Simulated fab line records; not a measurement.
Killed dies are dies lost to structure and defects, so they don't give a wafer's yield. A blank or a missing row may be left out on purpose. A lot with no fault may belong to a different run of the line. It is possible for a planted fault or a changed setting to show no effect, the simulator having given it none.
8D (eight disciplines) problem report, filled in by code :: flow berkeley-cmos170 :: the parts of the form that need people (team, actions taken, sign-off) are left out

## 1. WHAT WENT WRONG
Wafers free of any fault read -5 nm (standard deviation 4.6) for NVT_OVL at UCB170_NVT_OVL_MEAS_06, against a mean of 236 nm on 9 wafers of 3 lots. Measured from the usual mean, that is +52 standard deviations.
Earliest sighting: wafer L444.3 on overlay-01 at day 8 20:44. Wafers with a number at this step in the record: 45, from 15 lots. Rule for "out" (also "out of limits"): further than 4 standard deviations from the usual mean. All remaining wafers that have a number are taken as sound.

## 2. WHAT IT IS, AND WHAT IT ISN'T
question: which readings at this step
is: NVT_OVL
is not: -

question: which lots
is: L444, L445, L452
is not: L433, L434, L436, L437, L439, L440, L441, L442, L446, L450, L455, L456

question: which wafers of those lots
is: all that have a number
is not: -

question: read on which gauges
is: overlay-01, overlay-02
is not: -

question: when
is: from day 8 20:44
is not: up to then (24 sound wafers); but 12 sound wafers of L446, L450, L455, L456 came after

## 3. WHAT RULES OUT EACH SUSPECT
Counting: any tool at a process step up to the reading is kept as a suspect provided that every lot that is out went through it and no sound lot did after the first of them.
- the gauge at UCB170_NVT_OVL_MEAS_06 has been ruled out. Those wafers that are out were read across 2 gauges (overlay-01, overlay-02).
- krf-scanner-02 at UCB170_NVT_EXPOSE_03 (exposes mask PWELL, target cd 3000 nm): kept. It ran every lot that is out, first L444 (day 8 20:22), and no sound lot after that; its last sound lot up to then is L442 (day 8 11:41).
Remaining after the count: krf-scanner-02 at UCB170_NVT_EXPOSE_03.

## 4. THE CAUSE (what the simulator had put in)
Scanner matching overlay: krf-scanner-02, from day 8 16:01 on, at UCB170_NVT_EXPOSE_03. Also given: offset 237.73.
Only this tool survived the counting.

## 5. THE EFFECT CHAIN, in route order
One row per reading whose mean, taken over the struck wafers that have a number, lies over 3 standard deviations from the usual. Readings are gone through only where the record gives a usual standard deviation; hours: the median, over the lots, of the time from a lot's start at the first step in this table giving one to that lot's start at this step; sigmas: the change measured in usual standard deviations.
hours: 0
step: UCB170_NVT_OVL_MEAS_06
reading: NVT_OVL
usual: -5 nm
on struck wafers: 236
change: +241
sigmas: +52

## 6. HOW IT WOULD HAVE BEEN CAUGHT EARLIER
In this record the first reading out of limits at a measuring or inspecting step was taken at day 8 20:44, 5 hours after the fault began at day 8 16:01.
L452, from the lots that are out (3), started UCB170_NVT_EXPOSE_03 on krf-scanner-02 later than day 8 20:44. Holding the tool at that time would have saved it.
